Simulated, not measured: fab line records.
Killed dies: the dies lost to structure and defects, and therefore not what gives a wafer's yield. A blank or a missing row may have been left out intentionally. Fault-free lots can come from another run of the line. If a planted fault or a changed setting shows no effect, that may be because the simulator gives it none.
Which tool did it? / flow rit_cmos / Sampling: 14 lots, 42 wafers, 4 of 202 route steps

== WHAT EACH GAUGE READ, for each wafer ==
RIT_SDANNEAL_RS_MEAS_05: a four-point-probe measurement. Usual: NSD_RS gives 84.3 ohm/sq (standard deviation 0.33).
lot=L843; measured=day 3 10:37; on=film_metro-03; NSD_RS (ohm/sq)=84.1 83.8 84.1; flag=
lot=L844; measured=day 3 15:24; on=film_metro-03; NSD_RS (ohm/sq)=84.0 83.7 83.8; flag=
lot=L845; measured=day 3 19:02; on=film_metro-03; NSD_RS (ohm/sq)=84.3 84.0 83.9; flag=
lot=L846; measured=day 4 02:10; on=film_metro-03; NSD_RS (ohm/sq)=83.4 83.8 83.8; flag=
lot=L847; measured=day 4 06:16; on=film_metro-01; NSD_RS (ohm/sq)=84.7 84.3 84.8; flag=
lot=L848; measured=day 4 10:13; on=film_metro-03; NSD_RS (ohm/sq)=84.4 84.2 84.4; flag=
lot=L849; measured=day 4 19:43; on=film_metro-01; NSD_RS (ohm/sq)=84.6 84.2 84.3; flag=
lot=L857; measured=day 6 06:06; on=film_metro-03; NSD_RS (ohm/sq)=84.0 84.0 84.0; flag=
lot=L858; measured=day 6 07:56; on=film_metro-03; NSD_RS (ohm/sq)=84.2 84.4 84.5; flag=
lot=L859; measured=day 6 12:02; on=film_metro-03; NSD_RS (ohm/sq)=84.1 83.9 83.9; flag=
lot=L862; measured=day 7 08:45; on=film_metro-01; NSD_RS (ohm/sq)=84.7 84.9 84.6; flag=
lot=L863; measured=day 7 12:46; on=film_metro-01; NSD_RS (ohm/sq)=84.2 84.4 84.5; flag=
lot=L864; measured=day 7 16:10; on=film_metro-01; NSD_RS (ohm/sq)=84.1 84.6 84.4; flag=
lot=L865; measured=day 7 21:06; on=film_metro-02; NSD_RS (ohm/sq)=84.6 84.6 84.6; flag=

RIT_M1_OVL_MEAS_10. Usual: M1_OVL gives -0.5 nm (standard deviation 1.5).
lot=L843; measured=day 3 15:31; on=overlay-01; M1_OVL (nm)=0.2 -0.5 -0.4; flag=
lot=L844; measured=day 3 20:16; on=overlay-02; M1_OVL (nm)=1.3 -1.5 0.7; flag=
lot=L845; measured=day 3 23:47; on=overlay-02; M1_OVL (nm)=1.6 0.3 1.7; flag=
lot=L846; measured=day 4 07:45; on=overlay-01; M1_OVL (nm)=0.6 -0.8 -0.1; flag=
lot=L847; measured=day 4 10:58; on=overlay-02; M1_OVL (nm)=-1.4 0.1 -1.2; flag=
lot=L848; measured=day 4 14:54; on=overlay-02; M1_OVL (nm)=-2.7 -1.7 -0.3; flag=
lot=L849; measured=day 5 00:26; on=overlay-02; M1_OVL (nm)=-4.4 -4.0 -3.4; flag=
lot=L857; measured=day 6 10:41; on=overlay-02; M1_OVL (nm)=0.3 -0.4 -1.0; flag=
lot=L858; measured=day 6 12:40; on=overlay-02; M1_OVL (nm)=-0.9 -2.4 -1.7; flag=
lot=L859; measured=day 6 16:53; on=overlay-02; M1_OVL (nm)=0.6 1.5 2.0; flag=
lot=L862; measured=day 7 13:29; on=overlay-02; M1_OVL (nm)=1.5 -0.3 1.1; flag=
lot=L863; measured=day 7 17:35; on=overlay-01; M1_OVL (nm)=-0.6 1.2 1.0; flag=
lot=L864; measured=day 7 21:11; on=overlay-01; M1_OVL (nm)=-2.2 1.4 -1.0; flag=
lot=L865; measured=day 8 01:51; on=overlay-01; M1_OVL (nm)=-0.4 -1.3 -0.2; flag=

== WHAT TOOL EACH LOT RAN ON (gives the tool, then ch and the chambers of the sampled wafers, and finally the start) ==
lot=L843; RIT_SDANNEAL_CLEAN_00=wet_bench-04 ch 3, day 3 10:02; RIT_SDANNEAL_RTA_03=rtp_anneal-02 ch 0, day 3 10:25
lot=L844; RIT_SDANNEAL_CLEAN_00=wet_bench-04 ch 1, day 3 14:50; RIT_SDANNEAL_RTA_03=rtp_anneal-02 ch 0, day 3 15:14
lot=L845; RIT_SDANNEAL_CLEAN_00=wet_bench-04 ch 3, day 3 18:29; RIT_SDANNEAL_RTA_03=rtp_anneal-02 ch 0, day 3 18:51
lot=L846; RIT_SDANNEAL_CLEAN_00=wet_bench-04 ch 0, day 4 01:36; RIT_SDANNEAL_RTA_03=rtp_anneal-02 ch 0, day 4 01:59
lot=L847; RIT_SDANNEAL_CLEAN_00=wet_bench-02 ch 0, day 4 05:11; RIT_SDANNEAL_RTA_03=rtp_anneal-01 ch 0, day 4 06:05
lot=L848; RIT_SDANNEAL_CLEAN_00=wet_bench-04 ch 1, day 4 09:37; RIT_SDANNEAL_RTA_03=rtp_anneal-02 ch 0, day 4 10:01
lot=L849; RIT_SDANNEAL_CLEAN_00=wet_bench-04 ch 1, day 4 19:10; RIT_SDANNEAL_RTA_03=rtp_anneal-02 ch 0, day 4 19:32
lot=L857; RIT_SDANNEAL_CLEAN_00=wet_bench-03 ch 1, day 6 05:31; RIT_SDANNEAL_RTA_03=rtp_anneal-01 ch 0, day 6 05:55
lot=L858; RIT_SDANNEAL_CLEAN_00=wet_bench-02 ch 1, day 6 07:22; RIT_SDANNEAL_RTA_03=rtp_anneal-02 ch 0, day 6 07:45
lot=L859; RIT_SDANNEAL_CLEAN_00=wet_bench-02 ch 1, day 6 11:28; RIT_SDANNEAL_RTA_03=rtp_anneal-01 ch 0, day 6 11:52
lot=L862; RIT_SDANNEAL_CLEAN_00=wet_bench-04 ch 0, day 7 08:11; RIT_SDANNEAL_RTA_03=rtp_anneal-02 ch 0, day 7 08:34
lot=L863; RIT_SDANNEAL_CLEAN_00=wet_bench-03 ch 2, day 7 12:13; RIT_SDANNEAL_RTA_03=rtp_anneal-01 ch 0, day 7 12:35
lot=L864; RIT_SDANNEAL_CLEAN_00=wet_bench-03 ch 2, day 7 15:37; RIT_SDANNEAL_RTA_03=rtp_anneal-02 ch 0, day 7 15:59
lot=L865; RIT_SDANNEAL_CLEAN_00=wet_bench-03 ch 0, day 7 20:16; RIT_SDANNEAL_RTA_03=rtp_anneal-01 ch 0, day 7 20:52
- RIT_SDANNEAL_CLEAN_00: cleans in SC1, time 600 s.
- RIT_SDANNEAL_RTA_03: time 5 s.

== AS READ BY THE TOOLS THEMSELVES (means over the sampled wafers that have a number; for cases with no such wafer, the mark the record gives instead) ==
RIT_SDANNEAL_CLEAN_00. Usual: bath_guard_temp_C at 74.8 C, with a standard deviation of 0.65.
lot=L843; tool=wet_bench-04; bath_guard_temp_C (C)=75.1; flag=
lot=L844; tool=wet_bench-04; bath_guard_temp_C (C)=74.9; flag=
lot=L845; tool=wet_bench-04; bath_guard_temp_C (C)=74.8; flag=
lot=L846; tool=wet_bench-04; bath_guard_temp_C (C)=75.2; flag=
lot=L847; tool=wet_bench-02; bath_guard_temp_C (C)=73.4; flag=
lot=L848; tool=wet_bench-04; bath_guard_temp_C (C)=74.9; flag=
lot=L849; tool=wet_bench-04; bath_guard_temp_C (C)=74.8; flag=
lot=L857; tool=wet_bench-03; bath_guard_temp_C (C)=75.2; flag=
lot=L858; tool=wet_bench-02; bath_guard_temp_C (C)=74.8; flag=
lot=L859; tool=wet_bench-02; bath_guard_temp_C (C)=75.0; flag=
lot=L862; tool=wet_bench-04; bath_guard_temp_C (C)=74.9; flag=
lot=L863; tool=wet_bench-03; bath_guard_temp_C (C)=75.5; flag=
lot=L864; tool=wet_bench-03; bath_guard_temp_C (C)=75.5; flag=
lot=L865; tool=wet_bench-03; bath_guard_temp_C (C)=74.6; flag=

RIT_SDANNEAL_RTA_03. Usual: wafer_temp_C_max at 1053.5, with a standard deviation of 1.2.
lot=L843 tool=rtp_anneal-02 wafer_temp_C_max=1054.1 flag=
lot=L844 tool=rtp_anneal-02 wafer_temp_C_max=1052.8 flag=
lot=L845 tool=rtp_anneal-02 wafer_temp_C_max=1053.7 flag=
lot=L846 tool=rtp_anneal-02 wafer_temp_C_max=1053.1 flag=
lot=L847 tool=rtp_anneal-01 wafer_temp_C_max=1053.6 flag=
lot=L848 tool=rtp_anneal-02 wafer_temp_C_max=1053.1 flag=
lot=L849 tool=rtp_anneal-02 wafer_temp_C_max=1053.5 flag=
lot=L857 tool=rtp_anneal-01 wafer_temp_C_max=1052.8 flag=
lot=L858 tool=rtp_anneal-02 wafer_temp_C_max=1053.4 flag=
lot=L859 tool=rtp_anneal-01 wafer_temp_C_max=1053.0 flag=
lot=L862 tool=rtp_anneal-02 wafer_temp_C_max=1054.2 flag=
lot=L863 tool=rtp_anneal-01 wafer_temp_C_max=1053.0 flag=
lot=L864 tool=rtp_anneal-02 wafer_temp_C_max=1053.5 flag=
lot=L865 tool=rtp_anneal-01 wafer_temp_C_max=1052.9 flag=

== THE ANSWER, worked out from the rows above alone ==
Rule: a lot is off if the mean of its wafers that have a number lies more than 3 standard deviations from the usual mean. Also off: a lot with no number at a reading for which 4 or more lots have one. Any other lot the step has rows for is counted as sound. First the gauges in route order, then the tools' own readings, where a lot's mean is used as printed above. The first step at which some lot is off is used, and at that step the reading that is off furthest; a lot without a number counts as furthest.
No lot is off on any of the readings shown, so nothing can be concluded from this.

== WHAT THE SIMULATOR HAD INSERTED ==
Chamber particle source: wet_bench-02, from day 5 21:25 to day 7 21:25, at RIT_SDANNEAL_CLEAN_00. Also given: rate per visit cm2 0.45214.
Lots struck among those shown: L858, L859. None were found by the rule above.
